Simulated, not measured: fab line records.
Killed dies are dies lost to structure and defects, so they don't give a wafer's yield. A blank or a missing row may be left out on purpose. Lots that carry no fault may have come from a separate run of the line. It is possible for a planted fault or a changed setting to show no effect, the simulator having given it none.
fab line records | flow berkeley-cmos170 | part 1 of 2: steps 1 to 26 of 37
[record] lots = 5 wafers = 15 last-day = 11
route steps=331 shown WELLDRIVE@57 ACTIVE@60 PFIELD@79 FIELD@89
lots that met no fault: taken from a fault-free run of the same line
start-h: start of the lot's first displayed wafer, in hours after the record's first day | wait-h: time in hours since the lot's previous step | " identical to the entry in the row above | L1.1+2: a row that stands for several wafers | - no value, or no start was given | * or withheld: withheld | < > ~ a bound
route shown NAME@n: a module of which the file shows steps, and the number in the route of the first | usual: mean/standard deviation of fault-free wafers | same: alike in all rows | chamber/n: place in a boat | sites: per-site readings | _std_site: how widely they spread, as a standard deviation | _edge_site: inner sites' mean taken away from outer sites' mean | radius-mm: for every site, how far away it sits from the centre of the wafer | mask NAME#n: copy n | behind: tool/chamber where the wafer was last shaped | hold: reason for holding the lot/hours on hold/outcome of the hold | device: the transistor (n, p or np) that didn't switch | end of line: at the end of the route, the tests of the same wafers | a step given without rows: its recipe and nothing more | killed: count of dies lost to structure and defects at first sort (not the wafer's yield) | map: the dies of a wafer, with x for killed, . for not killed, _ for no die there
set.NAME: the setting the step ran with; set.NAME@STEP: the setting that earlier step ran with | model.NAME: the simulator's own value behind a step, which no gauge read
lots at some steps of the route; a table a step, a row a wafer
services: the hour from which a tool's chamber was out of use, counted from the record's first day as start-h (under 0 if before that day), plus the number of hours and why
[[steps]]
[step UCB170_WELLDRIVE_THK_MEAS_02]
[recipe] reads = SiO2_of_WELLDRIVE_OXIDATION_01
[usual] WELLDRIVE_OXIDE_THK = 200/3.9
// columns lot.wafer tool chamber start-h wait-h WELLDRIVE_OXIDE_THK[nm]
L083.1 film-metro-02 - 105.88 0.0 195
L083.3 " - " " 197
L083.4 " - " " 201
L086.1 film-metro-02 - 111.92 0.0 198
L086.3 " - " " 200
L086.5 " - " " 198
L092.1 film-metro-02 - 155.05 0.1 209
L092.2 " - " " 211
L092.3 " - " " 207
L093.1 film-metro-02 - 155.11 0.1 197
L093.5 " - " " 202
L093.6 " - " " 200
L094.2 film-metro-04 - 160.69 0.0 198
L094.3 " - " " 203
L094.6 " - " " 199
[step UCB170_WELLDRIVE_ANNEAL_03]
[recipe] temp-c = 1100 time-s = 900 ambient = N2
[usual] spike-tc-load-C = 1123.5/1.9 zone-power-centre-pct = 51.3/2.4 zone-power-load-pct = 44/4.2
// columns lot.wafer tool chamber start-h wait-h spike-tc-load-C zone-power-centre-pct zone-power-load-pct
L083.1 furnace-02 0 107.17 1.3 1123.4 52.7 46
L083.3 " 0 " " 1123.2 52.6 46
L083.4 " 0 " " 1121.9 53.0 46
L086.1 furnace-03 0 112.95 1.0 1126.4 45.6 35
L086.3 " 0 " " 1127.5 45.7 35
L086.5 " 0 " " 1126.5 46.3 35
L092.1 furnace-04 0 157.79 2.7 1122.8 51.4 45
L092.2 " 0 " " 1123.0 50.4 45
L092.3 " 0 " " 1120.7 49.6 45
L093.1 furnace-04 0 157.79 2.7 1122.8 50.7 45
L093.5 " 0 " " 1122.5 51.1 46
L093.6 " 0 " " 1122.9 51.0 45
L094.2 furnace-03 0 163.18 2.5 1126.3 46.5 35
L094.3 " 0 " " 1126.5 46.9 35
L094.6 " 0 " " 1125.7 46.0 35
[step UCB170_WELLDRIVE_WET_ETCH_04]
[recipe] chemistry = BOE dilution = 5:1 target = SiO2 temp-c = 25 time-s = 120
// columns lot.wafer tool chamber start-h wait-h
L083.1+3+4 wet-bench-04 0 108.51 0.1
L086.1+3+5 wet-bench-03 0 114.20 0.0
L092.1+2+3 wet-bench-04 0 159.04 0.0
L093.1+5+6 wet-bench-04 1 159.04 0.0
L094.2+3+6 wet-bench-04 1 164.58 0.1
[step UCB170_ACTIVE_CLEAN_00]
[recipe] chemistry = SPM temp-c = 120 time-s = 600
// columns lot.wafer tool chamber start-h wait-h
L083.1+3+4 wet-bench-04 2 108.73 0.2
L086.1+3+5 wet-bench-04 2 114.24 0.0
L092.1+2+3 wet-bench-04 3 159.09 0.0
L093.1+5+6 wet-bench-04 1 159.09 0.0
L094.2+3+6 wet-bench-04 0 164.79 0.2
[step UCB170_ACTIVE_CLEAN_01]
[recipe] chemistry = dHF dilution = 25:1 time-s = 60
// columns lot.wafer tool chamber start-h wait-h
L083.1+3+4 wet-bench-02 0 112.33 3.4
L086.1+3+5 wet-bench-02 3 114.42 0.0
L092.1+2+3 wet-bench-04 1 159.29 0.0
L093.1+5+6 wet-bench-04 0 159.29 0.0
L094.2+3+6 wet-bench-04 3 164.99 0.0
[step UCB170_ACTIVE_OXIDATION_02]
[recipe] temp-c = 1000 ambient = O2 target-thk-a = 264 ox-time-s = 1260
[usual] spike-tc-load-C = 1023.6/2 zone-power-centre-pct = 49/6.2 zone-power-load-pct = 33.1/2.8
[same] ox-time-s = 1260
// columns lot.wafer tool chamber start-h wait-h spike-tc-load-C zone-power-centre-pct zone-power-load-pct
L083.1 furnace-04 0 113.14 0.8 1022.6 45 34.9
L083.3 " 0 " " 1020.5 45 36.3
L083.4 " 0 " " 1019.5 44 35.6
L086.1 furnace-04 0 117.33 2.9 1021.6 45 36.3
L086.3 " 0 " " 1020.6 46 35.9
L086.5 " 0 " " 1022.1 45 36.2
L092.1 furnace-04 0 160.37 1.0 1021.8 45 35.9
L092.2 " 0 " " 1021.1 45 35.7
L092.3 " 0 " " 1021.1 44 36.4
L093.1 furnace-04 0 160.37 1.0 1020.4 45 36.0
L093.5 " 0 " " 1020.0 45 35.0
L093.6 " 0 " " 1022.0 45 36.1
L094.2 furnace-01 0 166.38 1.4 1023.4 57 32.9
L094.3 " 0 " " 1023.0 56 32.6
L094.6 " 0 " " 1023.2 55 33.3
[step UCB170_ACTIVE_THK_MEAS_03]
[recipe] reads = SiO2_of_ACTIVE_OXIDATION_02
[usual] ACTIVE_OXIDE_THK = 26.5/0.55
// columns lot.wafer tool chamber start-h wait-h ACTIVE_OXIDE_THK[nm]
L083.1 film-metro-01 - 114.50 0.0 26.5
L083.3 " - " " 26.6
L083.4 " - " " 27.3
L086.1 film-metro-03 - 118.72 0.0 27.0
L086.3 " - " " 26.6
L086.5 " - " " 26.7
L092.1 film-metro-02 - 161.72 0.0 25.9
L092.2 " - " " 26.0
L092.3 " - " " 26.1
L093.1 film-metro-03 - 161.72 0.0 27.7
L093.5 " - " " 27.0
L093.6 " - " " 26.8
L094.2 film-metro-03 - 167.74 0.0 27.3
L094.3 " - " " 27.6
L094.6 " - " " 27.2
[step UCB170_ACTIVE_ANNEAL_04]
[recipe] temp-c = 1000 time-s = 900 ambient = N2
[usual] spike-tc-load-C = 1024.5/2.3 zone-power-centre-pct = 45/5.7 zone-power-load-pct = 31/3.8
// columns lot.wafer tool chamber start-h wait-h spike-tc-load-C zone-power-centre-pct zone-power-load-pct
L083.1 furnace-03 0 117.70 3.2 1024.4 41 27
L083.3 " 0 " " 1026.7 41 27
L083.4 " 0 " " 1024.6 41 28
L086.1 furnace-04 0 121.53 2.8 1022.0 46 37
L086.3 " 0 " " 1023.2 46 36
L086.5 " 0 " " 1020.4 44 36
L092.1 furnace-03 0 161.93 0.2 1025.2 41 28
L092.2 " 0 " " 1026.6 41 28
L092.3 " 0 " " 1026.2 41 27
L093.1 furnace-03 0 161.93 0.2 1025.5 42 27
L093.5 " 0 " " 1027.4 42 27
L093.6 " 0 " " 1026.7 42 27
L094.2 furnace-01 0 168.98 1.2 1025.1 57 33
L094.3 " 0 " " 1023.7 55 33
L094.6 " 0 " " 1024.0 56 32
[step UCB170_ACTIVE_CVD_05]
[recipe] material = Si3N4 target-thk-nm = 220 temp-c = 800 precursor = SiH2Cl2/NH3 time-s = 3300 pressure-mtorr = 200 sih2cl2-flow-sccm = 25 nh3-flow-sccm = 75
[usual] pressure-mtorr = 200.0/0.39 spike-tc-load-C = 825.2/2 zone-power-centre-pct = 39/4.9 zone-power-load-pct = 19.6/2.6
// columns lot.wafer tool chamber start-h wait-h pressure-mtorr spike-tc-load-C zone-power-centre-pct zone-power-load-pct
L083.1 lpcvd-01 0 118.95 0.0 199.6 826.4 48 19.5
L083.3 " 0 " " 199.8 824.5 48 19.6
L083.4 " 0 " " 199.1 823.1 49 19.3
L086.1 lpcvd-01 0 122.79 0.0 200.0 825.2 48 19.2
L086.3 " 0 " " 200.3 825.6 47 19.0
L086.5 " 0 " " 199.6 824.3 47 19.1
L092.1 lpcvd-02 1 163.18 0.0 199.8 824.8 36 16.9
L092.2 " 1 " " 199.9 824.3 36 17.1
L092.3 " 1 " " 200.7 825.9 36 17.1
L093.1 lpcvd-02 0 163.18 0.0 199.3 827.9 35 23.5
L093.5 " 0 " " 200.2 827.9 35 23.0
L093.6 " 0 " " 199.6 828.7 35 22.7
L094.2 lpcvd-02 0 171.50 1.3 199.4 828.5 35 23.1
L094.3 " 0 " " 199.7 826.0 35 23.2
L094.6 " 0 " " 200.1 827.8 35 23.0
[step UCB170_ACTIVE_THK_MEAS_06]
[recipe] reads = Si3N4_of_ACTIVE_CVD_05
[usual] ACTIVE_NITRIDE_THK = 219.1/1.7
// columns lot.wafer tool chamber start-h wait-h ACTIVE_NITRIDE_THK[nm]
L083.1 film-metro-01 - 120.87 0.0 216.2
L083.3 " - " " 216.9
L083.4 " - " " 215.3
L086.1 film-metro-02 - 124.74 0.0 220.9
L086.3 " - " " 219.1
L086.5 " - " " 219.4
L092.1 film-metro-02 - 167.49 0.0 218.9
L092.2 " - " " 216.9
L092.3 " - " " 218.3
L093.1 film-metro-03 - 167.49 0.0 216.0
L093.5 " - " " 217.3
L093.6 " - " " 217.2
L094.2 film-metro-01 - 174.39 0.0 221.2
L094.3 " - " " 222.2
L094.6 " - " " 220.5
[step UCB170_ACTIVE_HMDS_07]
[recipe] prime-time-s = 60 prime-temp-c = 100
[usual] exhaust-pa = 45.1/0.99
// columns lot.wafer tool chamber start-h wait-h exhaust-pa
L083.1 litho-track-02 0 120.93 0.1 45.3
L083.3 " 0 " " 45.0
L083.4 " 0 " " 45.8
L086.1 litho-track-03 0 125.28 0.5 46.4
L086.3 " 0 " " 44.9
L086.5 " 0 " " 44.2
L093.1 litho-track-02 0 167.76 0.3 45.1
L093.5 " 0 " " 45.3
L093.6 " 0 " " 44.0
L092.1 litho-track-04 0 167.99 0.5 47.0
L092.2 " 0 " " 45.1
L092.3 " 0 " " 46.7
L094.2 litho-track-02 0 174.46 0.1 46.3
L094.3 " 0 " " 44.8
L094.6 " 0 " " 44.5
[step UCB170_ACTIVE_COAT_08]
[recipe] resist = KrF spin-rpm = 1500 resist-thk-nm = 900
[usual] exhaust-pa = 45.0/0.84
// columns lot.wafer tool chamber start-h wait-h exhaust-pa
L083.1 litho-track-02 0 121.08 0.1 45.7
L083.3 " 0 " " 44.7
L083.4 " 0 " " 44.8
L086.1 litho-track-03 0 125.43 0.1 45.3
L086.3 " 0 " " 46.1
L086.5 " 0 " " 45.1
L093.1 litho-track-02 0 167.91 0.1 44.3
L093.5 " 0 " " 45.8
L093.6 " 0 " " 46.0
L092.1 litho-track-04 0 168.14 0.1 45.0
L092.2 " 0 " " 44.7
L092.3 " 0 " " 45.2
L094.2 litho-track-02 0 174.61 0.1 43.7
L094.3 " 0 " " 44.2
L094.6 " 0 " " 44.9
[step UCB170_ACTIVE_SOFTBAKE_09]
[recipe] resist = KrF temp-c = 130 time-s = 60
[usual] exhaust-pa = 45.1/0.84
// columns lot.wafer tool chamber start-h wait-h exhaust-pa
L083.1 litho-track-02 0 121.23 0.1 45.3
L083.3 " 0 " " 46.9
L083.4 " 0 " " 45.5
L086.1 litho-track-03 0 125.58 0.1 45.9
L086.3 " 0 " " 44.0
L086.5 " 0 " " 44.4
L093.1 litho-track-02 0 168.06 0.1 45.7
L093.5 " 0 " " 45.0
L093.6 " 0 " " 45.5
L092.1 litho-track-04 0 168.29 0.1 45.0
L092.2 " 0 " " 45.3
L092.3 " 0 " " 45.9
L094.2 litho-track-02 0 174.76 0.1 46.0
L094.3 " 0 " " 45.4
L094.6 " 0 " " 44.9
[step UCB170_ACTIVE_EXPOSE_10]
[recipe] mask-id = ACTIVE target-cd-nm = 1200 na = 0.5 sigma-outer = 0.6 source-shape = conventional dose-mj = 20
// columns lot.wafer tool chamber start-h wait-h mask
L083.1+3+4 krf-scanner-01 0 121.75 0.5 ACTIVE#0
L086.1+3+5 krf-scanner-02 0 125.97 0.4 ACTIVE#0
L093.1+5+6 krf-scanner-02 0 168.21 0.1 ACTIVE#0
L092.1+2+3 krf-scanner-02 0 168.44 0.1 ACTIVE#0
L094.2+3+6 krf-scanner-02 0 174.91 0.1 ACTIVE#0
[step UCB170_ACTIVE_PEB_11]
[recipe] peb-temp-c = 130 peb-time-s = withheld resist = KrF
[usual] exhaust-pa = 45.2/0.91
// columns lot.wafer tool chamber start-h wait-h exhaust-pa
L083.1 litho-track-02 0 122.10 0.3 44.6
L083.3 " 0 " " 46.4
L083.4 " 0 " " 46.3
L086.1 litho-track-03 0 126.45 0.5 44.7
L086.3 " 0 " " 45.2
L086.5 " 0 " " 45.2
L093.1 litho-track-03 0 168.57 0.3 45.7
L093.5 " 0 " " 44.2
L093.6 " 0 " " 43.0
L092.1 litho-track-04 0 168.72 0.3 45.9
L092.2 " 0 " " 44.4
L092.3 " 0 " " 46.8
L094.2 litho-track-02 0 175.03 0.1 44.7
L094.3 " 0 " " 45.2
L094.6 " 0 " " 45.9
[step UCB170_ACTIVE_DEVELOP_12]
[recipe] developer = TMAH develop-time-s = 45 resist = KrF dev-temp-c = 21
[usual] exhaust-pa = 44.9/0.79
[same] develop-time-s = 45
// columns lot.wafer tool chamber start-h wait-h exhaust-pa
L083.1 litho-track-02 0 - - 45.7
L083.3 " 0 " " 45.2
L083.4 " 0 " " 45.1
L086.1 litho-track-03 0 - - 45.0
L086.3 " 0 " " 44.9
L086.5 " 0 " " 44.3
L093.1 litho-track-03 0 - - 43.6
L093.5 " 0 " " 45.8
L093.6 " 0 " " 43.8
L092.1 litho-track-04 0 - - 45.2
L092.2 " 0 " " 44.6
L092.3 " 0 " " 45.6
L094.2 litho-track-02 0 - - 44.4
L094.3 " 0 " " 44.6
L094.6 " 0 " " 46.5
[step UCB170_ACTIVE_CD_MEAS_13]
[recipe] target-cd-nm = 1200
[usual] cd-nm = 1200.2/1.1
// columns lot.wafer tool chamber start-h wait-h cd-nm
L083.1 cd-sem-02 - 122.38 - 1199.8
L083.3 " - " " 1201.1
L083.4 " - " " 1201.6
L086.1 cd-sem-02 - 126.73 - 1198.6
L086.3 " - " " 1200.2
L086.5 " - " " 1198.8
L093.1 cd-sem-01 - 168.97 - 1201.6
L093.5 " - " " 1202.2
L093.6 " - " " 1203.8
L092.1 cd-sem-01 - 169.21 - 1198.8
L092.2 " - " " 1199.0
L092.3 " - " " 1200.3
L094.2 cd-sem-01 - 175.30 - 1200.2
L094.3 " - " " 1198.5
L094.6 " - " " 1200.3
[step UCB170_ACTIVE_OVL_MEAS_14]
[usual] ACTIVE_OVL = 1/4.7
// columns lot.wafer tool chamber start-h wait-h ACTIVE_OVL[nm]
L083.1 overlay-01 - 122.50 0.1 1
L083.3 " - " " 0
L083.4 " - " " -3
L086.1 overlay-01 - 126.85 0.1 -6
L086.3 " - " " -7
L086.5 " - " " -5
L093.1 overlay-01 - 169.09 0.1 2
L093.5 " - " " -1
L093.6 " - " " 1
L092.1 overlay-01 - 169.33 0.1 -6
L092.2 " - " " -6
L092.3 " - " " -5
L094.2 overlay-01 - 175.41 0.1 -4
L094.3 " - " " -4
L094.6 " - " " -7
[step UCB170_ACTIVE_ETCH_15]
[recipe] chemistry = CH3F/Ar/O2 target = Si3N4 stop-on = SiO2 CH3F_flow_sccm = 20 Ar_flow_sccm = 50 O2_flow_sccm = 7 pressure-mtorr = 50 rf-w = 450 target-depth-a = 2420 over-etch-frac = 0.1 time-s = 151
[usual] drypump-motor-current-A = 5.7/0.45 oes-product-au = 0.942/0.014 throttle-valve-pct = 8.10/0.11
// columns lot.wafer tool chamber start-h wait-h drypump-motor-current-A oes-product-au rf-hours-counter-h throttle-valve-pct
L083.1 rie-diel-03 1 122.53 0.0 5.6 0.929 19 8.18
L083.3 " 0 " " 5.7 0.939 147 7.98
L083.4 " 0 " " 5.7 0.945 - 7.99
L086.1 rie-diel-03 0 126.88 0.0 5.7 0.951 148 7.98
L086.3 " 1 " " 5.6 0.939 20 8.15
L086.5 " 0 " " 5.7 0.944 - 8.00
L093.1 rie-diel-03 1 169.12 0.0 5.6 0.941 22 8.14
L093.5 " 2 " " 6.1 0.957 - 8.11
L093.6 " 1 " " 5.6 0.943 - 8.16
L092.1 rie-diel-04 0 169.36 0.0 5.7 0.967 37 8.27
L092.2 " 3 " " 5.7 0.941 115 7.95
L092.3 " 2 " " 5.4 0.925 123 8.20
L094.2 rie-diel-03 1 175.44 0.0 5.5 0.956 23 8.14
L094.3 " 2 " " 6.2 0.973 2 8.10
L094.6 " 1 " " 5.6 0.955 - 8.17
[step UCB170_ACTIVE_STRIP_16]
[recipe] chemistry = O2 power-w = 400 pressure-mtorr = 3500 platen-temp-c = withheld o2-flow-sccm = 400 overash-fraction = 0.5
[usual] drypump-motor-current-A = 5.80/0.21 oes-product-au = 0.721/0.0047 strip-time-to-endpoint-s = 18.21/0.12
// columns lot.wafer tool chamber start-h wait-h drypump-motor-current-A oes-product-au rf-hours-counter-h strip-time-to-endpoint-s
L083.1 plasma-asher-01 0 122.64 0.1 5.52 0.723 34 18.26
L083.3 " 0 " " 5.51 0.730 - 18.44
L083.4 " 1 " " 5.59 0.726 - 18.46
L086.1 plasma-asher-01 0 126.98 0.1 5.49 0.719 34 18.40
L086.3 " 1 " " 5.55 0.717 - 18.12
L086.5 " 1 " " 5.58 0.727 - 18.34
L093.1 plasma-asher-03 0 169.23 0.1 6.00 0.731 47 18.26
L093.5 " 1 " " 5.74 0.716 - 18.14
L093.6 " 0 " " 6.01 0.719 - 18.26
L092.1 plasma-asher-01 1 169.47 0.1 5.59 0.714 40 18.13
L092.2 " 0 " " 5.52 0.720 40 18.16
L092.3 " 1 " " 5.60 0.723 - 18.12
L094.2 plasma-asher-02 1 175.54 0.1 6.09 0.719 7 18.22
L094.3 " 1 " " 6.09 0.715 - 18.09
L094.6 " 0 " " 5.93 0.713 - 18.24
[step UCB170_ACTIVE_CD_MEAS_90]
[recipe] target-cd-nm = 1200
[usual] cd-nm = 1200.3/1.1
// columns lot.wafer tool chamber start-h wait-h cd-nm
L083.1 cd-sem-01 - 122.74 0.1 1200.5
L083.3 " - " " 1201.2
L083.4 " - " " 1201.3
L086.1 cd-sem-02 - 127.12 0.1 1198.8
L086.3 " - " " 1200.1
L086.5 " - " " 1198.6
L093.1 cd-sem-01 - 169.57 0.3 1202.5
L093.5 " - " " 1201.9
L093.6 " - " " 1203.6
L092.1 cd-sem-01 - 169.81 0.3 1198.9
L092.2 " - " " 1199.9
L092.3 " - " " 1200.6
L094.2 cd-sem-02 - 175.66 0.1 1200.3
L094.3 " - " " 1198.3
L094.6 " - " " 1200.5
[step UCB170_ACTIVE_CLEAN_17]
[recipe] chemistry = SPM temp-c = 120 time-s = 600
// columns lot.wafer tool chamber start-h wait-h
L083.1+3+4 wet-bench-02 0 122.86 0.1
L086.1+3+5 wet-bench-03 1 127.94 0.8
L093.1+5+6 wet-bench-04 1 169.69 0.1
L092.1+2+3 wet-bench-04 0 169.93 0.1
L094.2+3+6 wet-bench-04 2 175.76 0.1
[step UCB170_PFIELD_HMDS_00]
[recipe] prime-time-s = 60 prime-temp-c = 100
[usual] exhaust-pa = 44.9/0.88
// columns lot.wafer tool chamber start-h wait-h exhaust-pa
L083.1 litho-track-01 0 123.45 0.4 44.3
L083.3 " 0 " " 42.9
L083.4 " 0 " " 44.2
L086.1 litho-track-04 0 128.33 0.2 45.5
L086.3 " 0 " " 45.4
L086.5 " 0 " " 44.7
L093.1 litho-track-02 0 169.86 0.0 47.1
L093.5 " 0 " " 46.2
L093.6 " 0 " " 45.0
L092.1 litho-track-04 0 170.10 0.0 46.0
L092.2 " 0 " " 45.6
L092.3 " 0 " " 45.1
L094.2 litho-track-01 0 176.21 0.3 45.8
L094.3 " 0 " " 44.9
L094.6 " 0 " " 45.0
[step UCB170_PFIELD_COAT_01]
[recipe] resist = KrF spin-rpm = 1500 resist-thk-nm = 900
[usual] exhaust-pa = 45.0/0.91
// columns lot.wafer tool chamber start-h wait-h exhaust-pa
L083.1 litho-track-01 0 123.60 0.1 45.5
L083.3 " 0 " " 45.7
L083.4 " 0 " " 44.7
L086.1 litho-track-04 0 128.48 0.1 44.6
L086.3 " 0 " " 43.5
L086.5 " 0 " " 44.8
L093.1 litho-track-02 0 170.01 0.1 45.5
L093.5 " 0 " " 46.8
L093.6 " 0 " " 45.1
L092.1 litho-track-04 0 170.25 0.1 45.0
L092.2 " 0 " " 45.7
L092.3 " 0 " " 44.7
L094.2 litho-track-01 0 176.36 0.1 45.4
L094.3 " 0 " " 46.3
L094.6 " 0 " " 46.2
[step UCB170_PFIELD_SOFTBAKE_02]
[recipe] resist = KrF temp-c = 130 time-s = 60
[usual] exhaust-pa = 44.9/0.98
// columns lot.wafer tool chamber start-h wait-h exhaust-pa
L083.1 litho-track-01 0 123.75 0.1 45.0
L083.3 " 0 " " 45.4
L083.4 " 0 " " 45.0
L086.1 litho-track-04 0 128.63 0.1 46.1
L086.3 " 0 " " 45.3
L086.5 " 0 " " 45.3
L093.1 litho-track-02 0 170.16 0.1 45.0
L093.5 " 0 " " 44.0
L093.6 " 0 " " 45.8
L092.1 litho-track-04 0 170.40 0.1 42.9
L092.2 " 0 " " 44.5
L092.3 " 0 " " 43.2
L094.2 litho-track-01 0 176.51 0.1 44.6
L094.3 " 0 " " 42.6
L094.6 " 0 " " 45.0
[step UCB170_PFIELD_EXPOSE_03]
[recipe] mask-id = PFIELD na = 0.5 sigma-outer = 0.6 source-shape = conventional target-cd-nm = 1500 dose-mj = 30
// columns lot.wafer tool chamber start-h wait-h mask
L083.1+3+4 krf-scanner-01 0 124.03 0.2 PFIELD#0
L086.1+3+5 krf-scanner-01 0 129.04 0.4 PFIELD#0
L093.1+5+6 krf-scanner-01 0 170.44 0.2 PFIELD#0
L092.1+2+3 krf-scanner-02 0 170.68 0.3 PFIELD#0
L094.2+3+6 krf-scanner-02 0 176.66 0.1 PFIELD#0
